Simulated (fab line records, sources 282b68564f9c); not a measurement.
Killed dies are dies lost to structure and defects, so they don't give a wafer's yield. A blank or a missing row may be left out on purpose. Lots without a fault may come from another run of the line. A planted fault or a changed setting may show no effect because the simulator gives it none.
Split-lot experiment | flow rit_cmos | 5 lots, 23 wafers read, on a route of 202 steps

THE SPLIT
At RIT_NWELL_IMPLANT_08, the setting energy_kev was moved away from the recipe's 170 on 10 of the 23 wafers read, by -5.3% to +4.2%. The other wafers ran this setting at the recipe's value.

FROM THE SPLIT TO THE READING: what the file shows between them, 1 step
- RIT_NWELL_STRIP_09: strips in O2, time 180 s

THE READING
NWELL_TW, at RIT_NWELL_TW_MEAS_10. Fault-free wafers of this fab line usually give 2144, standard deviation 7.5.

wafer  | tool, chamber at the split | energy_kev as run | against the recipe | NWELL_TW | against lot-mates on the recipe
L075.1 | implanter-01, 0            | 172.6             | +1.5%              | 2166     | +22
L075.2 | implanter-01, 0            | 170               | recipe             | 2136     | -
L075.4 | implanter-01, 0            | 172.6             | +1.5%              | 2143     | -1
L075.5 | implanter-01, 0            | 170               | recipe             | 2149     | -
L075.6 | implanter-01, 0            | 170               | recipe             | 2146     | -
L078.1 | implanter-01, 0            | 170               | recipe             | 2151     | -
L078.2 | implanter-01, 0            | 170               | recipe             | 2148     | -
L078.3 | implanter-01, 0            | 177.1             | +4.2%              | 2160     | +10
L078.5 | implanter-01, 0            | 177.1             | +4.2%              | 2165     | +16
L078.6 | implanter-01, 0            | 177.1             | +4.2%              | 2167     | +18
L080.1 | implanter-03, 0            | 170               | recipe             | 2139     | -
L080.2 | implanter-03, 0            | 170               | recipe             | 2146     | -
L080.3 | implanter-03, 0            | 161               | -5.3%              | 2110     | -30
L080.4 | implanter-03, 0            | 161               | -5.3%              | 2108     | -32
L080.5 | implanter-03, 0            | 170               | recipe             | 2136     | -
L081.1 | implanter-03, 0            | 170               | recipe             | 2158     | -
L081.2 | implanter-03, 0            | 162.3             | -4.5%              | 2116     | -35
L081.3 | implanter-03, 0            | 162.3             | -4.5%              | 2124     | -27
L081.5 | implanter-03, 0            | 170               | recipe             | 2144     | -
L081.6 | implanter-03, 0            | 162.3             | -4.5%              | 2128     | -23
L082.1 | implanter-03, 0            | 170               | recipe             | 2137     | -
L082.3 | implanter-03, 0            | 170               | recipe             | 2146     | -
L082.6 | implanter-03, 0            | 170               | recipe             | 2128     | -

THE FIT
A straight line over all 23 wafers: NWELL_TW changes by +5.37 for each +1% of energy_kev; r = +0.89; the points scatter about the line by 7.7.
The same after taking each lot's own level away (the mean of its wafers on the recipe; 23 wafers): +5.26 for each +1%; r = +0.91; scatter 6.8.
On that fit, the largest move of energy_kev shifts the reading by 28.
The lots' own levels span 2137.0 to 2151.0, that is 1.9 times the standard deviation above.
So the lot-to-lot level changes the slope little: the two slopes agree.
Check: with one of the wafers moved furthest among these (-5.3%) left out of the fit, the line predicts -29.2 for it against its lot-mates. It came out at -30.3 against them.

OTHER SPLITS ON THESE WAFERS
These wafers also went through other splits before the reading. Each is held against what the fit with the lots' levels taken away leaves over:
other split on the same wafers | wafers away from the commonest value | r with NWELL_TW (lot level and that fit taken away)
RIT_ACTIVE_OXIDATION_01 temp_c | 18                                   | +0.23
RIT_ACTIVE_ETCH_13 time_s      | 4                                    | +0.53
RIT_FOX2_WET_ETCH_03 time_s    | 15                                   | +0.12

THE WHOLE CHAIN: every reading that the file lists as answering this split, in the file's order
step                 | what it does | reading                                                         | change (the file's fit)               | r (the file's)
RIT_NWELL_IMPLANT_08 |              | implant.rp_nm (the simulator's own value, which no gauge read)  | +2.21 nm for each +1% of the setting  | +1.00
RIT_NWELL_IMPLANT_08 |              | implant.drp_nm (the simulator's own value, which no gauge read) | +0.511 nm for each +1% of the setting | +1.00
RIT_NWELL_TW_MEAS_10 |              | NWELL_TW                                                        | +5.44 for each +1% of the setting     | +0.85

THE FILE'S OWN FIT
NWELL_TW changes by +5.44 for each +1% of energy_kev, r = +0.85.
